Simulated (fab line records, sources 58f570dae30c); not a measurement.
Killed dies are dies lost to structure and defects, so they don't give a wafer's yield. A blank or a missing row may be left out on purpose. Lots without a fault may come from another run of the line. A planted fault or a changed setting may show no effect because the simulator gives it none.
Tool commonality check | flow berkeley_cmos170 | 15 lots, 45 wafers sampled

WHY IT WAS OPENED
At UCB170_V2_CD_MEAS_12 the reading cd_nm is flagged on 3 of 15 lots. Wafers without a fault read 700.0 nm, standard deviation 1.4.
Rule: a lot is flagged when every wafer of it that has a number lies more than 4 standard deviations from that mean, or none has a number. The other lots count as sound.

lot  | measured     | on        | cd_nm (nm), wafer by wafer | flag
L908 | day 7 11:47  | cd_sem-01 | 700.4 702.5 700.3          |
L909 | day 7 15:34  | cd_sem-01 | 700.2 699.4 698.9          |
L912 | day 8 15:50  | cd_sem-01 | 701.7 701.6 700.8          |
L913 | day 8 16:14  | cd_sem-01 | 702.6 702.9 701.9          |
L914 | day 9 04:15  | cd_sem-01 | 701.0 700.5 699.5          |
L917 | day 9 09:31  | cd_sem-02 | 701.2 701.7 701.2          |
L919 | day 10 04:56 | cd_sem-01 | 698.8 698.2 697.2          |
L920 | day 10 05:14 | cd_sem-01 | 700.7 700.5 699.4          |
L921 | day 10 18:29 | cd_sem-01 | 700.0 701.6 699.5          |
L928 | day 11 12:11 | cd_sem-01 | 700.2 701.5 702.4          |
L923 | day 11 12:27 | cd_sem-01 | 701.1 700.6 699.8          |
L926 | day 11 13:00 | cd_sem-02 | 706.2 707.0 707.6          | FLAGGED
L925 | day 11 13:16 | cd_sem-01 | 709.6 706.7 708.2          | FLAGGED
L924 | day 11 13:32 | cd_sem-01 | 708.8 709.2 708.4          | FLAGGED
L927 | day 11 13:52 | cd_sem-01 | 699.4 699.5 699.1          |
The numbers of the flagged lots are 708.0 nm on average: +8.0 nm against the usual, or +6 standard deviations.

WHICH TOOL RAN EACH LOT
The record holds 3 process steps before the reading, out of a route of 331 steps. In each cell: the tool, then ch and the chambers that the sampled wafers went through, then the start.
lot  | flag    | UCB170_PFIELD_STRIP_08              | UCB170_SPACER_ETCHBACK_03          | UCB170_V2_PEB_10
L908 |         | plasma_asher-03 ch 0,1, day 4 07:59 | rie_diel-04 ch 0,1, day 6 07:41    | litho_track-03 ch 0, day 7 11:29
L909 |         | plasma_asher-01 ch 0,1, day 4 13:39 | rie_diel-01 ch 0,1,3, day 6 14:32  | litho_track-03 ch 0, day 7 15:17
L912 |         | plasma_asher-03 ch 0,1, day 5 14:35 | rie_diel-03 ch 0,3, day 7 13:53    | litho_track-03 ch 0, day 8 15:20
L913 |         | plasma_asher-03 ch 0,1, day 5 14:20 | rie_diel-04 ch 0,1,3, day 7 13:53  | litho_track-02 ch 0, day 8 15:44
L914 |         | plasma_asher-01 ch 0,1, day 6 00:08 | rie_diel-04 ch 0,1,3, day 8 04:43  | litho_track-02 ch 0, day 9 03:58
L917 |         | plasma_asher-03 ch 0,1, day 5 23:59 | rie_diel-01 ch 0,2, day 8 04:43    | litho_track-04 ch 0, day 9 09:14
L919 |         | plasma_asher-03 ch 0,1, day 6 15:52 | rie_diel-01 ch 0,1, day 9 01:23    | litho_track-04 ch 0, day 10 04:40
L920 |         | plasma_asher-01 ch 1, day 6 15:46   | rie_diel-03 ch 1,2,3, day 9 01:23  | litho_track-04 ch 0, day 10 04:58
L921 |         | plasma_asher-03 ch 0,1, day 7 04:25 | rie_diel-01 ch 0,2,3, day 9 12:14  | litho_track-02 ch 0, day 10 18:13
L928 |         | plasma_asher-01 ch 0,1, day 8 04:16 | rie_diel-03 ch 0,1,2, day 10 02:09 | litho_track-04 ch 0, day 11 11:55
L923 |         | plasma_asher-03 ch 0,1, day 7 16:18 | rie_diel-03 ch 0,1,2, day 10 02:05 | litho_track-04 ch 0, day 11 12:11
L926 | FLAGGED | plasma_asher-03 ch 0,1, day 8 04:04 | rie_diel-01 ch 1,2,3, day 10 02:09 | litho_track-04 ch 0, day 11 12:44
L925 | FLAGGED | plasma_asher-04 ch 0,1, day 7 16:33 | rie_diel-01 ch 0,2, day 10 02:05   | litho_track-04 ch 0, day 11 12:59
L924 | FLAGGED | plasma_asher-01 ch 0,1, day 7 16:36 | rie_diel-04 ch 0,1, day 10 02:09   | litho_track-04 ch 0, day 11 13:16
L927 |         | plasma_asher-04 ch 0,1, day 8 03:59 | rie_diel-04 ch 0,1,3, day 10 02:13 | litho_track-02 ch 0, day 11 13:35
What these steps do:
- UCB170_PFIELD_STRIP_08: strips in O2.
- UCB170_SPACER_ETCHBACK_03: etches SiO2 in CHF3/CF4/Ar, stops on Si, target depth 376 nm, time 100 s.
- UCB170_V2_PEB_10
- UCB170_V2_CD_MEAS_12: target cd 700 nm.

FLAGGED OVER TOTAL, TOOL BY TOOL (the gauges that took the reading come last)
step                      | tool            | lots run | flagged | share of the flagged lots | sound lots run after its first flagged lot
UCB170_PFIELD_STRIP_08    | plasma_asher-01 | 5        | 1       | some                      | 1 (L928)
UCB170_PFIELD_STRIP_08    | plasma_asher-03 | 8        | 1       | some                      | 0
UCB170_PFIELD_STRIP_08    | plasma_asher-04 | 2        | 1       | some                      | 1 (L927)
UCB170_SPACER_ETCHBACK_03 | rie_diel-01     | 6        | 2       | some                      | 0
UCB170_SPACER_ETCHBACK_03 | rie_diel-03     | 4        | 0       | none                      | -
UCB170_SPACER_ETCHBACK_03 | rie_diel-04     | 5        | 1       | some                      | 1 (L927)
UCB170_V2_PEB_10          | litho_track-02  | 4        | 0       | none                      | -
UCB170_V2_PEB_10          | litho_track-03  | 3        | 0       | none                      | -
UCB170_V2_PEB_10          | litho_track-04  | 8        | 3       | all                       | 0
UCB170_V2_CD_MEAS_12      | cd_sem-01       | 13       | 2       | some                      | 1 (L927)
UCB170_V2_CD_MEAS_12      | cd_sem-02       | 2        | 1       | some                      | 0

WHAT THE TABLE ALLOWS
1 row of the table ran every flagged lot: litho_track-04 at UCB170_V2_PEB_10.
- litho_track-04 at UCB170_V2_PEB_10: 3 of its 8 lots flagged. Its last sound lot is L923 (day 11 12:11), its first flagged lot L926 (day 11 12:44): a fault that began between those two fits.
One tool is left: litho_track-04 at UCB170_V2_PEB_10.

WHAT THE SIMULATOR HAD PUT IN
Process parameter drift: litho_track-04, from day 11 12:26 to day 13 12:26, at UCB170_V2_PEB_10. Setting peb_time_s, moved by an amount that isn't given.
Lots struck among those shown: L926, L925, L924. The rule above found the same.
